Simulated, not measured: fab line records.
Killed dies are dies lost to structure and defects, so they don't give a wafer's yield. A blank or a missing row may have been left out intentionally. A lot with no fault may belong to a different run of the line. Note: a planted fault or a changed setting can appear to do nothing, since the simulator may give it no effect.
Split-lot study    flow berkeley cmos170    23 wafers read across 5 lots, on a route 331 steps long

THE SPLIT
At UCB170_V2_CMP_02 (polishes SiO2), the setting leave above ref nm was moved away from the recipe's 1000 nm on 8 of the 23 wafers read, by -6.7% to -2.4%. All remaining wafers had this setting at the recipe value.

No step appears in the file between the split and the reading.

THE READING
Values of V2_POLISHED_THK in nm from UCB170_V2_THK_MEAS_04. On this fab line, fault-free wafers typically give 1000.0 nm with a standard deviation of 1.1 nm.

wafer   tool, chamber at the split  leave above ref nm as run, nm  against the recipe  V2_POLISHED_THK, nm  against lot-mates on the recipe
L076.1  cmp-02, 2                   953.2                          -4.7%               953.1                -46.7
L076.2  cmp-02, 3,1                 1000                           recipe              1000.8               -
L076.4  cmp-02, 3,1                 1000                           recipe              999.4                -
L076.5  cmp-02, 2                   1000                           recipe              999.1                -
L076.6  cmp-02, 3                   953.2                          -4.7%               953.3                -46.5
L074.2  cmp-02, 1                   1000                           recipe              1000.5               -
L074.3  cmp-02, 2                   1000                           recipe              1002.7               -
L074.5  cmp-02, 1                   1000                           recipe              1001.9               -
L081.2  cmp-02, 0,3                 1000                           recipe              1001.7               -
L081.3  cmp-02, 2                   940.6                          -5.9%               942.3                -57.9
L081.4  cmp-02, 0,3                 1000                           recipe              999.4                -
L081.5  cmp-02, 0                   1000                           recipe              999.6                -
L081.6  cmp-02, 1                   940.6                          -5.9%               940.2                -60.0
L080.1  cmp-01, 2                   1000                           recipe              999.4                -
L080.3  cmp-01, 1                   976.4                          -2.4%               977.7                -22.4
L080.4  cmp-01, 0                   976.4                          -2.4%               977.5                -22.6
L080.5  cmp-01, 2                   1000                           recipe              1001.4               -
L080.6  cmp-01, 3                   1000                           recipe              999.5                -
L083.1  cmp-01, 1                   1000                           recipe              1000.9               -
L083.2  cmp-01, 3                   932.9                          -6.7%               932.4                -68.0
L083.3  cmp-01, 2                   1000                           recipe              1000.8               -
L083.5  cmp-01, 3                   932.9                          -6.7%               932.1                -68.3
L083.6  cmp-01, 2                   1000                           recipe              999.6                -
If several chambers appear in one row, that row covers several wafers at once and the file leaves open which wafer was in which chamber.

THE FIT
A straight line over all 23 wafers: V2_POLISHED_THK changes by +10.1 nm for each +1% of leave above ref nm; r = +1.00; the points scatter about the line by 1 nm.
The same after taking each lot's own level away (the mean of its wafers on the recipe; 23 wafers): +10 nm for each +1%; r = +1.00; scatter 0.93 nm.
According to that fit, moving leave above ref nm by its largest amount changes the reading by 67 nm.
From 999.77 to 1001.70 nm: that is the span of the lots' own levels, equal to 1.8 times the standard deviation above.
Hence the lot-to-lot level has little effect on the slope; both slopes agree.
Check: with one of the wafers moved furthest among these (-6.7%) left out of the fit, the line predicts -67 nm for it against its lot-mates. Against them it came out at -68 nm.

OTHER SPLITS ON THESE WAFERS
These wafers also went through other splits before the reading. Each is held against what the fit with the lots' levels taken away leaves over:
other split on the same wafers    wafers away from the commonest value  r with V2_POLISHED_THK (lot level and that fit taken away)
UCB170_CONTACT_PEB_13 peb temp c  12                                    +0.03
UCB170_M1_PEB_07 peb temp c       8                                     -0.05
UCB170_M1_METAL_ETCH_12 time s    5                                     +0.31
UCB170_M2_EXPOSE_12 dose mj       10                                    -0.27

THE WHOLE CHAIN: every reading that the file lists as answering this split, in the file's order
step                   what it does                                                               reading                                                                    change (the file's fit)               r (the file's)
UCB170_V2_CMP_02       polishes SiO2                                                              SiO2_of_V2_CVD_00.thk nm (the simulator's own value, which no gauge read)  +10 nm for each +1% of the setting    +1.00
UCB170_V2_THK_MEAS_04                                                                             V2_POLISHED_THK                                                            +10 for each +1% of the setting       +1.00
UCB170_V2_ETCH_14      etches SiO2 in CHF3/CF4/Ar, stops on Al, target depth 1250 nm, time 291 s  etch.depth nm (the simulator's own value, which no gauge read)             +10 nm for each +1% of the setting    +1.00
UCB170_V2_ETCH_14      etches SiO2 in CHF3/CF4/Ar, stops on Al, target depth 1250 nm, time 291 s  V2.feature depth nm (the simulator's own value, which no gauge read)       +10.1 nm for each +1% of the setting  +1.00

FILE'S OWN FIT
V2_POLISHED_THK changes by +10 nm for each +1% of leave above ref nm, r = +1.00.
